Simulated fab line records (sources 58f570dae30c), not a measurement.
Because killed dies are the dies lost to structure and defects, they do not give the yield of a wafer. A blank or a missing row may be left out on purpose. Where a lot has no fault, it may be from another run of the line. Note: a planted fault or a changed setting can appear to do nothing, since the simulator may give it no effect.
8D (eight disciplines) problem report, filled in by code || flow berkeleyCmos170 || the parts of the form that need people (team, actions taken, sign-off) are left out

1. WHAT WENT WRONG
runLengthS at UCB170_PSD_SOFTBAKE_02 reads a mean of 83.42 s on 6 wafers of 2 lots; wafers without a fault read 89.05 s with a standard deviation of 0.13. That is -43 standard deviations from the usual mean.
The step: time 60 s.
First seen on wafer L554.2, day 9 16:34, on lithoTrack-01. At this step, 42 wafers from 14 lots have a number in the record. By rule, "out" or "out of limits" means more than 4 standard deviations away from the usual mean. The other wafers with a number count as sound.

2. WHAT IT IS, WHAT IT ISN'T
{"question": "which readings at this step", "is": "runLengthS, heaterPowerTotalW", "is not": "-"}
{"question": "which lots", "is": "L554, L556", "is not": "L543, L544, L545, L546, L553, L557, L558, L561, L562, L563, L565, L566"}
{"question": "which wafers of those lots", "is": "all that have a number", "is not": "-"}
{"question": "read on which tools", "is": "lithoTrack-01", "is not": "lithoTrack-02, lithoTrack-04"}
{"question": "when", "is": "from day 9 16:34", "is not": "up to then (12 sound wafers); but 24 sound wafers of L553, L557, L558, L561, L562, L563, L565, L566 came after"}

3. SUSPECTS, AND WHAT RULES EACH OUT
Counting: a tool stays on the suspect list if, at a process step up to the reading, it processed all lots that are out and no sound lot following the first of them.
- lithoTrack-01 at UCB170_PSD_SOFTBAKE_02 (time 60 s): kept. All lots that are out passed through it, beginning with L554 at day 9 16:34, and no sound lot followed; its final sound lot before that point was L546 at day 8 06:43. Its own readings are out on those wafers: heaterPowerTotalW, runLengthS.
After counting, what remains is lithoTrack-01 at UCB170_PSD_SOFTBAKE_02.

4. THE CAUSE (what the simulator had put in)
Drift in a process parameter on lithoTrack-01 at UCB170_PSD_SOFTBAKE_02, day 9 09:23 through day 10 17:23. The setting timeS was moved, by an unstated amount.
Counting left only this tool.

5. THE CHAIN OF EFFECTS, in route order
Rows list readings where the struck wafers' mean (over those with a number) sits beyond 3 standard deviations from the usual. Only readings for which the record gives a usual standard deviation are gone through. hours: the time from each lot's start at the first step in this table that gives one to its start at this step, as a median over the lots. sigmas: the change in usual standard deviations.
{"hours": 0, "step": "UCB170_PSD_SOFTBAKE_02", "reading": "heaterPowerTotalW", "usual": "56.80 W", "on struck wafers": 58.52, "change": "+1.72", "sigmas": "+41"}
{"hours": 0, "step": "UCB170_PSD_SOFTBAKE_02", "reading": "runLengthS", "usual": "89.05 s", "on struck wafers": 83.42, "change": -5.63, "sigmas": -43}
Process steps it contains:
- UCB170_PSD_SOFTBAKE_02: time 60 s.
At these later measuring or inspecting steps, every struck wafer for which the step has a row has a number for every such reading, and none has moved that far: UCB170_M3_OVL_MEAS_16.

6. HOW IT WOULD HAVE BEEN CAUGHT EARLIER
In this record the first reading out of limits was taken at day 9 16:34, 7 hours after the fault began at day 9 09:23.
